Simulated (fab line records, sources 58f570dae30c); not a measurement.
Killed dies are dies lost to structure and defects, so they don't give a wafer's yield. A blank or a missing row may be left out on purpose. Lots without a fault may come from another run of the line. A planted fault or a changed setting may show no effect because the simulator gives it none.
Which tool did it? | flow berkeley_cmos170 | 14 lots, 42 wafers sampled, at 1 step of a route of 331

WHAT THE GAUGES READ, wafer by wafer
The record holds no reading of a measuring or inspecting step that can be judged against a usual standard deviation.

WHICH TOOL RAN EACH LOT (tool, then ch and the chambers of the sampled wafers, then the start)
lot  | UCB170_BACKSIDE_SOFTBAKE_02
L505 | litho_track-04 ch 0, day 6 12:06
L504 | litho_track-04 ch 0, day 6 13:46
L503 | litho_track-02 ch 0, day 6 14:13
L509 | litho_track-03 ch 0, day 7 11:08
L507 | litho_track-03 ch 0, day 7 11:33
L511 | litho_track-02 ch 0, day 7 20:29
L510 | litho_track-02 ch 0, day 7 20:58
L512 | litho_track-02 ch 0, day 8 11:24
L517 | litho_track-02 ch 0, day 9 16:14
L519 | litho_track-04 ch 0, day 10 01:26
L520 | litho_track-02 ch 0, day 10 08:20
L524 | litho_track-04 ch 0, day 10 17:43
L523 | litho_track-04 ch 0, day 10 20:34
L526 | litho_track-03 ch 0, day 11 13:04
- UCB170_BACKSIDE_SOFTBAKE_02: time 60 s.

WHAT THE TOOLS THEMSELVES READ (means of the sampled wafers that have a number; where no wafer has one, the mark that the record gives instead)
UCB170_BACKSIDE_SOFTBAKE_02.
lot  | tool           | plate_temp_C (C) | run_length_s (s)
L505 | litho_track-04 | 129.94           | 88.91
L504 | litho_track-04 | 130.15           | 89.01
L503 | litho_track-02 | 130.08           | 89.31
L509 | litho_track-03 | 130.19           | 89.44
L507 | litho_track-03 | 129.91           | 89.34
L511 | litho_track-02 | 130.02           | 89.33
L510 | litho_track-02 | 130.06           | 89.18
L512 | litho_track-02 | 130.00           | 89.21
L517 | litho_track-02 | 129.95           | 126.30
L519 | litho_track-04 | 130.06           | 88.88
L520 | litho_track-02 | 129.97           | 126.26
L524 | litho_track-04 | 130.19           | 88.94
L523 | litho_track-04 | 129.96           | 88.90
L526 | litho_track-03 | 130.06           | 89.45

THE ANSWER, worked out from the rows above alone
Rule: what is usual is taken from the lots themselves. Put in order of their means at a reading, lots are off if they are a third of the lots or fewer, leave a main group of 4 or more, and stand apart from it by a gap of 3 or more times the standard deviation of the main group's means; of several such gaps the widest counts. A main group whose means are all the same, to the digits that the tables above print for the reading, isn't used. A lot without any number at a reading at which 4 lots or more have one is off too. The other lots that the step has rows for count as sound. The gauges are gone through in route order, then the tools' own readings, and for those a lot's mean is taken as printed above. The first step at which some lot is off is used, and at that step the reading that is off furthest; a lot without a number counts as furthest.
Off: L517, L520, at UCB170_BACKSIDE_SOFTBAKE_02 (run_length_s). The main group: mean 89.16 s, standard deviation 0.21.
A tool fits if, at that step or a process step before it, it ran every lot that is off, and no sound lot after the first of them. One fits: litho_track-02 at UCB170_BACKSIDE_SOFTBAKE_02. Its last sound lot is L512 (day 8 11:24), its first lot that is off L517 (day 9 16:14): a fault that began between those two fits.
The tool's own readings at UCB170_BACKSIDE_SOFTBAKE_02 bear it out: on the lots that are off they differ by more than 5 times the standard deviation of the sound lots' means. run_length_s reads 126.28 s there against 89.16 s on the sound lots.

WHAT THE SIMULATOR HAD PUT IN
Process parameter drift: litho_track-02, from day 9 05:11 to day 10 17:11, at UCB170_BACKSIDE_SOFTBAKE_02. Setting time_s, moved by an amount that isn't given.
Lots struck among those shown: L517, L520. The rule above found the same.
